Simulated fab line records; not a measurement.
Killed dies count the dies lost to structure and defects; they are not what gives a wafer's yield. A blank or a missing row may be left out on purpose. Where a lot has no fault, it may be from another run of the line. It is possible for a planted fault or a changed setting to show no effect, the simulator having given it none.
One fault seen from 2 desks :: flow rit_cmos :: each desk holds nothing but its own numbers, with what lay behind them at the end

TOOL OWNER'S DESK, furnace-01
The tool's own readings at RIT_FOX1_OXIDATION_00 (target thk 350.7 nm, ox time 1130 s): means of the sampled wafers that have a number, for each lot that ran on this tool. A lot is out of limits, marked OUT, if its mean lies more than 4 standard deviations from the usual mean; the brackets give that distance.
Columns: A = spike_tc_centre_C at RIT_FOX1_OXIDATION_00, usual 1103.0 C; B = spike_tc_load_C at RIT_FOX1_OXIDATION_00, usual 1126.1 C; C = spike_tc_source_C at RIT_FOX1_OXIDATION_00, usual 1127.6 C; D = tube_center_temp_C at RIT_FOX1_OXIDATION_00, usual 1100 C; E = tube_center_temp_C_max at RIT_FOX1_OXIDATION_00, usual 1102.9; F = zone_power_load_pct at RIT_FOX1_OXIDATION_00, usual 46 %
lot: L369
first seen here: day 2 03:25
A: 1102.8
B: 1122.9
C: 1127.9
D: 1100
E: 1102.6
F: 42

lot: L371
first seen here: day 2 13:07
A: 1102.7
B: 1124.7
C: 1128.8
D: 1100
E: 1103.5
F: 42

lot: L373
first seen here: day 2 22:05
A: 1103.3
B: 1122.6
C: 1129.0
D: 1100
E: 1102.5
F: 42

lot: L378
first seen here: day 4 01:18
A: 1089.6 (-13) OUT
B: 1107.5 (-6.4) OUT
C: 1112.7 (-9.3) OUT
D: 1085 (-99 or more) OUT
E: 1087.5 (-33) OUT
F: 41

lot: L382
first seen here: day 4 21:49
A: 1089.0 (-14) OUT
B: 1107.9 (-6.3) OUT
C: 1112.7 (-9.3) OUT
D: 1085 (-99 or more) OUT
E: 1088.3 (-31) OUT
F: 40
This desk's verdict: out of limits on L378, L382, starting with L378 at day 4 01:18 (spike_tc_centre_C at RIT_FOX1_OXIDATION_00). In limits: L369, L371, L373.

AT THE METROLOGY DESK
Means of the sampled wafers that have a number, per lot and without regard to the tool the lot ran on: this is what the gauges read. A lot is out of limits, marked OUT, if its mean lies more than 4 standard deviations from the usual mean; the brackets give that distance.
Columns: A = FOX1_OXIDE_THK at RIT_FOX1_THK_MEAS_01, usual 350 nm
lot: L367
first seen here: day 1 18:46
A: 356

lot: L368
first seen here: day 1 22:25
A: 358

lot: L369
first seen here: day 2 04:45
A: 357

lot: L370
first seen here: day 2 09:41
A: 345

lot: L371
first seen here: day 2 14:26
A: 349

lot: L372
first seen here: day 2 19:07
A: 354

lot: L373
first seen here: day 2 23:24
A: 352

lot: L375
first seen here: day 3 13:53
A: 347

lot: L378
first seen here: day 4 02:38
A: 323 (-5.2) OUT

lot: L380
first seen here: day 4 12:53
A: 355

lot: L382
first seen here: day 4 23:08
A: 321 (-5.4) OUT

lot: L383
first seen here: day 5 05:03
A: 348

lot: L385
first seen here: day 5 14:28
A: 350

lot: L390
first seen here: day 6 12:48
A: 356
Finding of this desk: L378, L382 out of limits, first seen on L378 at day 4 02:38 (FOX1_OXIDE_THK at RIT_FOX1_THK_MEAS_01). In limits: L367, L368, L369, L370, L371, L372, L373, L375, L380, L383, L385, L390.

BROUGHT TOGETHER
The tool owner's desk could have raised an alarm at day 4 01:18, on L378, L382.
The metrology desk could have raised an alarm at day 4 02:38, on L378, L382.
RIT_FOX1_OXIDATION_00 was run on furnace-01 by each of the lots named.

WHAT WAS PUT IN BY THE SIMULATOR
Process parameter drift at RIT_FOX1_OXIDATION_00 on furnace-01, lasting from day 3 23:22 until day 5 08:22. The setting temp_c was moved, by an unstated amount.
Shown lots that were struck: L378, L382.
Hours from the fault's start to each desk's first reading out of limits: the tool owner's desk, 2; the metrology desk, 3.
